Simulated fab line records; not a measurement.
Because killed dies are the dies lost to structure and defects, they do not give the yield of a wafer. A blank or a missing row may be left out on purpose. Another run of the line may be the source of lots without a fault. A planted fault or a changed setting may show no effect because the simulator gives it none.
A struck lot beside a sound one	flow rit_cmos	27 steps out of a route of 202
Sound: wafers L893.3, L893.4, L893.5. The struck wafers were L896.3, L896.4, L896.5. The cause is given at the end.
Order at every step that has rows: each side's tool, ch and its chambers, its first start. Under that, the readings that differ: sound wafers	struck wafers	difference of the means	sigmas: that difference in standard deviations of wafers without a fault.
alike: a reading whose means differ by less than 2 such deviations, as well as words and numbers matching on both sides. not compared: withheld readings; readings where some wafer has no value; bounds like >300 that might hide an equal value; numbers whose values overlap and for which the record gives no deviation.
The two part at a step that has a row with sigmas, a row that says differs or no value, or rows on one side only. When numbers do not overlap yet have no deviation, they are printed without sigmas and do not part them. A reading that every wafer of one side lacks parts them only if that side has two wafers or more.

RIT_ACTIVE_BOW_MEAS_00:
  sound: film_metro-04 at day 2 01:02; struck: film_metro-03 at day 2 16:02
  alike: INCOMING_BOW
then, 1 step without rows for these wafers: RIT_ACTIVE_OXIDATION_01 (target thk 46.8 nm, ox time 3360 s).
RIT_ACTIVE_THK_MEAS_02:
  sound: film_metro-03 at day 2 03:48; struck: film_metro-03 at day 2 18:07
  alike: ACTIVE_OXIDE_THK
RIT_ACTIVE_CVD_03: deposits Si3N4 from SiH2Cl2/NH3, target thk 150 nm, time 1500 s.
  sound on lpcvd-01 ch 1, day 2 03:50; struck on lpcvd-02 ch 0, day 2 19:11
reading	sound	struck	difference	sigmas
model.Si3N4_of_ACTIVE_CVD_03.thk_nm (nm)	150.2 148.2 150.7	138.8 138.6 139.2	-10.8	
  alike: zone_power_load_pct
RIT_ACTIVE_THK_MEAS_04:
  sound: film_metro-03 at day 2 05:17; struck: film_metro-03 at day 2 20:38
reading	sound	struck	difference	sigmas
ACTIVE_NITRIDE_THK (nm)	150.1 148.2 150.7	138.9 138.6 139.1	-10.8	-8
then, 6 steps without rows for these wafers: RIT_ACTIVE_HMDS_05 (prime time 60 s); RIT_ACTIVE_COAT_06 (resist thk 1000 nm); RIT_ACTIVE_SOFTBAKE_07 (time 60 s); RIT_ACTIVE_EXPOSE_08 (exposes mask M1, target cd 1400 nm); RIT_ACTIVE_PEB_09; RIT_ACTIVE_DEVELOP_10 (develop time 50 s).
RIT_ACTIVE_CD_MEAS_11: the cd target is 1400 nm.
  sound: cd_sem-01 at day 2 06:20; struck: cd_sem-02 at day 2 21:34
  alike: cd_nm
then, 1 step without rows for these wafers: RIT_ACTIVE_HARDBAKE_12 (time 60 s).
RIT_ACTIVE_ETCH_13: etches Si3N4 in SF6, stops on SiO2, time 210 s, target depth 210 nm.
  sound on rie_diel-03 ch 0,1,2, day 2 06:34; struck on rie_diel-04 ch 0,3, day 2 21:47
reading	sound	struck	difference	sigmas
model.ACTIVE.feature_depth_nm (nm)	150.8 148.2 150.7	139.3 138.6 139.2	-10.9	
model.etch.depth_nm (nm)	150.2 148.2 150.7	138.8 138.6 139.2	-10.8	
  alike: drypump_motor_current_A, oes_product_au, throttle_valve_pct
  not compared: rf_hours_counter_h
RIT_ACTIVE_STRIP_14: strips in O2, time 180 s.
  sound on plasma_asher-02 ch 0,1, day 2 06:46; struck on plasma_asher-04 ch 0,1, day 2 21:59
  alike: drypump_motor_current_A
  not compared: rf_hours_counter_h
RIT_ACTIVE_CD_MEAS_90: the cd target is 1400 nm.
  sound: cd_sem-01 at day 2 06:55; struck: cd_sem-02 at day 2 22:08
  alike: cd_nm
then, 4 steps without rows for these wafers: RIT_ACTIVE_CLEAN_15 (cleans in SC1, time 600 s); RIT_ACTIVE_CLEAN_16 (cleans in dHF, time 30 s); RIT_ACTIVE_CLEAN_17 (cleans in SC2, time 600 s); RIT_FOX1_OXIDATION_00 (target thk 350.7 nm, ox time 1130 s).
RIT_FOX1_THK_MEAS_01:
  sound: film_metro-03 at day 2 09:23; struck: film_metro-02 at day 3 00:42
reading	sound	struck	difference	sigmas
FOX1_OXIDE_THK (nm)	361 354 356	341 343 340	-16	-3
then, 2 steps without rows for these wafers: RIT_FOX1_WET_ETCH_02 (etches SiO2 in BOE, target depth 350 nm, time 390 s); RIT_FOX2_OXIDATION_00 (target thk 350.7 nm, ox time 1130 s).
RIT_FOX2_THK_MEAS_01:
  sound: film_metro-04 at day 2 12:11; struck: film_metro-02 at day 3 02:12
  alike: FOX2_OXIDE_THK
RIT_FOX2_CLEAN_02: cleans in dHF, time 180 s.
  sound on wet_bench-03 ch 3, day 2 12:13; struck on wet_bench-04 ch 0, day 3 02:14
reading	sound	struck	difference	sigmas
model.Si3N4_of_ACTIVE_CVD_03.thk_nm (nm)	131 129 131.5	119.6 119.4 119.9	-10.9	
then, 1 step without rows for these wafers: RIT_FOX2_WET_ETCH_03 (etches Si3N4 in H3PO4, target depth 195 nm, time 2700 s).
RIT_M1_PROBE_99:
  sound: prober-02 at day 4 05:26; struck: prober-01 at day 4 21:35
  alike: killed_at_front_end, killed_dies, killed_open, killed_short

## WHERE THEY PART
First at RIT_ACTIVE_THK_MEAS_04; last, within this record, at RIT_FOX1_THK_MEAS_01. Later steps at which nothing parts them and some readings are alike: RIT_FOX2_THK_MEAS_01, RIT_M1_PROBE_99.

WHY: whatever the simulator had introduced
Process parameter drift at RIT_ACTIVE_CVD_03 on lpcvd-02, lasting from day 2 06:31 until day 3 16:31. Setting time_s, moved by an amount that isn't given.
